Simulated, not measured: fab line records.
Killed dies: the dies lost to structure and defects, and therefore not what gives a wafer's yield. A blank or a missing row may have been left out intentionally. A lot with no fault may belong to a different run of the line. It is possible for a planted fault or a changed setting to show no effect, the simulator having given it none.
Which of the tools did it? :: flow berkeley-cmos170 :: 7 lots with 21 wafers sampled at 3 steps, on a route of 331 steps

== WHAT EACH GAUGE READ, for each wafer ==
UCB170_M1_RS_MEAS_01: a four-point-probe measurement.
lot: L129
measured: day 7 02:23
on: film-metro-01
M1_AL_RS (ohm/sq): 0.0488 0.0484 0.0481

lot: L134
measured: day 7 17:49
on: film-metro-04
M1_AL_RS (ohm/sq): 0.0488 0.0478 0.0483

lot: L144
measured: day 10 11:08
on: film-metro-03
M1_AL_RS (ohm/sq): 0.0494 0.0487 0.0491

lot: L141
measured: day 10 12:25
on: film-metro-01
M1_AL_RS (ohm/sq): 0.0451 0.0449 0.0448

lot: L149
measured: day 11 12:32
on: film-metro-01
M1_AL_RS (ohm/sq): 0.0482 0.0477 0.0484

lot: L150
measured: day 11 23:22
on: film-metro-04
M1_AL_RS (ohm/sq): 0.0479 0.0476 0.0480

lot: L152
measured: day 12 09:59
on: film-metro-04
M1_AL_RS (ohm/sq): 0.0482 0.0478 0.0478

== TOOL THAT RAN EACH LOT (tool first, then ch and the chambers of the sampled wafers, then the start) ==
lot: L129
UCB170_SDANNEAL_RTA_00: rtp-anneal-02 ch 0, day 6 18:52
UCB170_M1_SPUTTER_00: pvd-sputter-03, day 7 02:20

lot: L134
UCB170_SDANNEAL_RTA_00: rtp-anneal-01 ch 0, day 7 10:28
UCB170_M1_SPUTTER_00: pvd-sputter-03, day 7 17:43

lot: L144
UCB170_SDANNEAL_RTA_00: rtp-anneal-01 ch 0, day 10 05:04
UCB170_M1_SPUTTER_00: pvd-sputter-04, day 10 11:02

lot: L141
UCB170_SDANNEAL_RTA_00: rtp-anneal-01 ch 0, day 10 05:23
UCB170_M1_SPUTTER_00: pvd-sputter-03, day 10 12:21

lot: L149
UCB170_SDANNEAL_RTA_00: rtp-anneal-01 ch 0, day 11 06:13
UCB170_M1_SPUTTER_00: pvd-sputter-04, day 11 12:29

lot: L150
UCB170_SDANNEAL_RTA_00: rtp-anneal-02 ch 0, day 11 16:57
UCB170_M1_SPUTTER_00: pvd-sputter-01, day 11 23:16

lot: L152
UCB170_SDANNEAL_RTA_00: rtp-anneal-01 ch 0, day 12 04:14
UCB170_M1_SPUTTER_00: pvd-sputter-01, day 12 09:53
- UCB170_SDANNEAL_RTA_00: time 10 s.
- UCB170_M1_SPUTTER_00: material Al, target thk 600 nm, time 80 s.

== THE ANSWER, worked out from the rows above alone ==
Rule: the usual values come from the lots themselves. The widest of any qualifying gaps counts: lots, ordered by their means at a reading, are off when they make up no more than a third of the lots, leave a main group of 4 or more, and stand apart from it by 3 or more times the standard deviation of that group's means. Not used: any main group whose means are identical at the precision the tables above print for the reading. Also off: a lot with no number at a reading for which 4 or more lots have one. The other lots that the step has rows for count as sound.
Off: L141, at UCB170_M1_RS_MEAS_01 (M1_AL_RS). The main group: mean 0.0483 ohm/sq, standard deviation 0.00041.
If a tool, at a process step before that reading, ran all the lots that are off and no sound lot after the first of them, it fits. Those tools and the gauges at UCB170_M1_RS_MEAS_01 are tried in the same way. One fits: UCB170_M1_SPUTTER_00 on pvd-sputter-03. A fault onset in the window from L134 (day 7 17:43, its last sound lot) to L141 (day 10 12:21, its first lot off) fits.

== WHAT WAS PUT IN BY THE SIMULATOR ==
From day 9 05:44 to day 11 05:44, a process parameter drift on pvd-sputter-03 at UCB170_M1_SPUTTER_00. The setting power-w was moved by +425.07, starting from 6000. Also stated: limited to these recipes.
Lots struck among those shown: L141. The rule above found the same.
